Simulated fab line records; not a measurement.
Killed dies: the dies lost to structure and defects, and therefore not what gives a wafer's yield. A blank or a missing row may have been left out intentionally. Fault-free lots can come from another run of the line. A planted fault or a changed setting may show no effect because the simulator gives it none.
Chamber matching | flow rit cmos | rie si-02 running RIT_GATE_ETCH_19: 4 sister chambers
The step etches poly-Si in SF6/CHF3/O2, stops on SiO2, time 165 s, target depth 312.5 nm. 18 wafers are shown with their chamber, then 9 later ones without.

## EACH WAFER AND ITS CHAMBER
wafer  | chamber | throttle valve pct (%) | drypump motor current A (A) | run length s (s)
L528.1 | 1       | 9.97                   | 5.8                         | 192.3
L528.5 | 2       | 10.50                  | 5.2                         | 193.4
L528.6 | 1       | 9.94                   | 5.8                         | 192.4
L530.1 | 2       | 10.49                  | 5.2                         | 193.5
L530.4 | 3       | 10.12                  | 5.3                         | 193.8
L530.6 | 1       | 9.96                   | 5.8                         | 192.2
L532.1 | 2       | 10.50                  | 5.1                         | 193.8
L532.2 | 3       | 10.13                  | 5.3                         | 193.2
L532.3 | 1       | 9.97                   | 5.8                         | 192.6
L534.1 | 3       | 10.13                  | 5.3                         | 193.2
L534.4 | 0       | 10.22                  | 5.0                         | 193.7
L534.5 | 2       | 10.51                  | 5.2                         | 193.8
L536.1 | 1       | 9.97                   | 5.8                         | 192.3
L536.2 | 0       | 10.21                  | 5.0                         | 193.5
L536.3 | 3       | 10.13                  | 5.3                         | 193.7
L538.1 | 2       | 10.49                  | 5.2                         | 193.3
L538.3 | 1       | 9.96                   | 5.8                         | 192.2
L538.5 | 3       | 10.13                  | 5.2                         | 193.3

SIGNATURES (means of the wafers above)
reading                 | chamber 0 | chamber 1 | chamber 2 | chamber 3 | scatter within a chamber
throttle valve pct      | 10.2150   | 9.9617    | 10.4980   | 10.1280   | 0.00884
drypump motor current A | 5.000     | 5.800     | 5.180     | 5.280     | 0.0338
run length s            | 193.600   | 192.333   | 193.560   | 193.440   | 0.22
Rule: a wafer's distance from a chamber is the root of the sum, over the readings, of the square of ((its reading less the chamber's mean) divided by the reading's scatter). The wafer belongs to the nearest chamber; if the next one is less than 2 further off, it can't be placed. The scatter: take each reading less its chamber's mean, square it, sum over the shown wafers, divide by the number of wafers less the number of chambers, and take the root.

## WAFERS WHOSE CHAMBER IS MISSING
wafer  | throttle valve pct (%) | drypump motor current A (A) | run length s (s)
L540.1 | 10.21                  | 5.0                         | 193.6
L540.3 | 9.95                   | 5.8                         | 192.8
L540.6 | 9.96                   | 5.8                         | 192.5
L542.2 | 9.96                   | 5.8                         | 192.4
L542.3 | 10.49                  | 5.2                         | 193.5
L542.6 | 9.95                   | 5.8                         | 192.2
L550.1 | 10.13                  | 5.2                         | 193.2
L550.3 | 9.97                   | 5.8                         | 192.4
L550.6 | 10.22                  | 5.0                         | 194.0

## THE CHAMBER EACH PASSED THROUGH
wafer  | from the rows above | in truth
L540.1 | 0                   | 0
L540.3 | 1                   | 1
L540.6 | 1                   | 1
L542.2 | 1                   | 1
L542.3 | 2                   | 2
L542.6 | 1                   | 1
L550.1 | 3                   | 3
L550.3 | 1                   | 1
L550.6 | 0                   | 0
Correct placement for 9 of the 9. Not placeable from these rows: 0. Number placed wrongly: 0.
